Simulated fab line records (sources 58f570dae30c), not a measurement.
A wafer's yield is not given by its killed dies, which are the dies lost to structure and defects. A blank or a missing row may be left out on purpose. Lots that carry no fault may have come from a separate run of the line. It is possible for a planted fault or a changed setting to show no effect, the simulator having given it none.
Which tool did it? + flow berkeley-cmos170 + 7 lots, 21 wafers sampled, at 6 steps of a route of 331

WHAT EACH GAUGE READ, for each wafer
UCB170_ACTIVE_THK_MEAS_06.
| lot  | measured    | on            | ACTIVE_NITRIDE_THK (nm) |
|------|-------------|---------------|-------------------------|
| L214 | day 3 19:50 | film-metro-04 | 220.5 220.4 221.1       |
| L215 | day 4 05:35 | film-metro-01 | 223.2 221.8 221.2       |
| L216 | day 4 12:35 | film-metro-02 | 224.5 223.2 222.7       |
| L217 | day 5 01:54 | film-metro-01 | 217.6 221.0 217.6       |
| L218 | day 5 01:58 | film-metro-01 | 216.3 219.7 218.4       |
| L224 | day 5 21:35 | film-metro-02 | 218.1 219.0 218.1       |
| L237 | day 8 22:07 | film-metro-02 | 221.4 224.2 221.4       |

UCB170_GATE_THK_MEAS_05.
| lot  | measured     | on            | GATE_POLY_THK (nm) |
|------|--------------|---------------|--------------------|
| L214 | day 5 20:18  | film-metro-03 | 216.7 216.5 216.5  |
| L215 | day 6 05:28  | film-metro-03 | 213.9 212.7 211.8  |
| L216 | day 6 12:13  | film-metro-02 | 212.1 212.8 212.0  |
| L217 | day 6 20:31  | film-metro-01 | 215.5 214.0 214.9  |
| L218 | day 6 20:31  | film-metro-03 | 213.1 215.5 214.8  |
| L224 | day 7 18:57  | film-metro-03 | 246.8 238.6 221.5  |
| L237 | day 10 19:16 | film-metro-01 | 217.8 218.5 218.5  |

UCB170_GATE_OVL_MEAS_13.
| lot  | measured     | on         | GATE_OVL (nm) |
|------|--------------|------------|---------------|
| L214 | day 5 21:33  | overlay-02 | 4 -7 -7       |
| L215 | day 6 06:50  | overlay-02 | -6 -12 -10    |
| L216 | day 6 14:26  | overlay-01 | -10 -10 3     |
| L217 | day 6 21:32  | overlay-02 | 2 -1 9        |
| L218 | day 6 22:05  | overlay-02 | 3 6 -2        |
| L224 | day 7 20:06  | overlay-01 | 7 -4 0        |
| L237 | day 10 20:25 | overlay-01 | 4 -2 -1       |

UCB170_PLDD_CD_MEAS_06: the cd target is 1200 nm.
| lot  | measured     | on        | cd-nm (nm)           |
|------|--------------|-----------|----------------------|
| L214 | day 5 23:11  | cd-sem-02 | 1201.0 1200.6 1199.7 |
| L215 | day 6 10:30  | cd-sem-02 | 1200.8 1201.2 1200.1 |
| L216 | day 6 16:30  | cd-sem-02 | 1199.4 1200.3 1200.5 |
| L217 | day 6 23:03  | cd-sem-02 | 1200.7 1200.3 1200.9 |
| L218 | day 6 23:38  | cd-sem-02 | 1199.0 1198.6 1200.1 |
| L224 | day 7 22:26  | cd-sem-01 | 1202.4 1199.8 1201.1 |
| L237 | day 10 23:02 | cd-sem-01 | 1198.7 1198.8 1200.5 |

EACH LOT AND THE TOOL THAT RAN IT (in order: tool; ch and the chambers of the sampled wafers; start)
| lot  | UCB170_GATE_CVD_04          | UCB170_GATE_ETCH_15             |
|------|-----------------------------|---------------------------------|
| L214 | lpcvd-01 ch 1, day 5 18:53  | rie-si-01 ch 1,2,3, day 5 21:37 |
| L215 | lpcvd-02 ch 1, day 6 04:04  | rie-si-01 ch 0,1,2, day 6 06:55 |
| L216 | lpcvd-02 ch 1, day 6 10:49  | rie-si-02 ch 1,2,3, day 6 14:31 |
| L217 | lpcvd-01 ch 0, day 6 19:06  | rie-si-01 ch 0,1,3, day 6 21:36 |
| L218 | lpcvd-01 ch 1, day 6 19:06  | rie-si-01 ch 0,2, day 6 22:09   |
| L224 | lpcvd-01 ch 0, day 7 17:33  | rie-si-01 ch 1,2,3, day 7 20:11 |
| L237 | lpcvd-02 ch 1, day 10 17:52 | rie-si-01 ch 0,1, day 10 20:29  |
- UCB170_GATE_CVD_04: deposits poly-Si from SiH4, time 1440 s, target thk 214 nm.
- UCB170_GATE_ETCH_15: etches poly-Si in HBr/Cl2, stops on SiO2, time 56.3 s, target depth 278.2 nm.

AS READ BY THE TOOLS THEMSELVES (means over the sampled wafers that have a number; for cases with no such wafer, the mark the record gives instead)
UCB170_GATE_CVD_04.
| lot  | tool     | pressure-mtorr (mTorr) | spike-tc-centre-C (C) | zone-power-centre-pct (%) |
|------|----------|------------------------|-----------------------|---------------------------|
| L214 | lpcvd-01 | 375.3                  | 611.2                 | 25.6                      |
| L215 | lpcvd-02 | 375.2                  | 611.6                 | 26.3                      |
| L216 | lpcvd-02 | 375.4                  | 610.5                 | 26.4                      |
| L217 | lpcvd-01 | 374.2                  | 614.2                 | 24.7                      |
| L218 | lpcvd-01 | 375.0                  | 610.9                 | 25.6                      |
| L224 | lpcvd-01 | 375.4                  | 626.2                 | 28.3                      |
| L237 | lpcvd-02 | 374.2                  | 610.6                 | 26.5                      |

UCB170_GATE_ETCH_15.
| lot  | tool      | drypump-motor-current-A (A) | oes-product-au (a.u.) | throttle-valve-pct (%) |
|------|-----------|-----------------------------|-----------------------|------------------------|
| L214 | rie-si-01 | 5.7                         | 0.841                 | 26.7                   |
| L215 | rie-si-01 | 5.8                         | 0.839                 | 26.7                   |
| L216 | rie-si-02 | 5.9                         | 0.826                 | 26.3                   |
| L217 | rie-si-01 | 5.6                         | 0.837                 | 26.7                   |
| L218 | rie-si-01 | 5.9                         | 0.849                 | 26.5                   |
| L224 | rie-si-01 | 5.7                         | 0.889                 | 26.7                   |
| L237 | rie-si-01 | 5.8                         | 0.849                 | 26.8                   |

THE ANSWER, worked out from the rows above alone
Rule: the lots themselves supply what counts as usual. The widest of any qualifying gaps counts: lots, ordered by their means at a reading, are off when they make up no more than a third of the lots, leave a main group of 4 or more, and stand apart from it by 3 or more times the standard deviation of that group's means. A main group is skipped when, at the precision printed for the reading in the tables above, its means are all equal. A lot without any number at a reading at which 4 lots or more have one is off too. The other lots that the step has rows for count as sound. After the gauges, taken in route order, come the tools' own readings; for these a lot's mean is taken, as printed above. At the first step where some lot is off, the reading lying furthest off is the one used; lots without a number count as furthest.
Off: L224, at UCB170_GATE_THK_MEAS_05 (GATE_POLY_THK). The main group has a mean of 214.9 nm with a standard deviation of 2.1.
A tool fits if, at a process step before that reading, it ran every lot that is off, and no sound lot after the first of them. The gauges at UCB170_GATE_THK_MEAS_05 aren't tried: what is off there is off at UCB170_GATE_CVD_04 too, on other tools, and a gauge's error can't cause that. One fits: lpcvd-01 at UCB170_GATE_CVD_04. Its last sound lot is L217 (day 6 19:06), its first lot that is off L224 (day 7 17:33): a fault that began between those two fits.
On the lots that are off, the tool's own readings at UCB170_GATE_CVD_04 differ by more than 5 times the standard deviation of the sound lots' means, which bears it out; spike-tc-centre-C reads 626.2 C there versus 611.5 C on the sound lots.

WHAT THE SIMULATOR HAD INSERTED
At UCB170_GATE_CVD_04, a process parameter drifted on lpcvd-01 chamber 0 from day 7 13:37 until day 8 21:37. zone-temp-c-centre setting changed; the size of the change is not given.
Struck lots among those shown: L224. Same finding as the rule above.
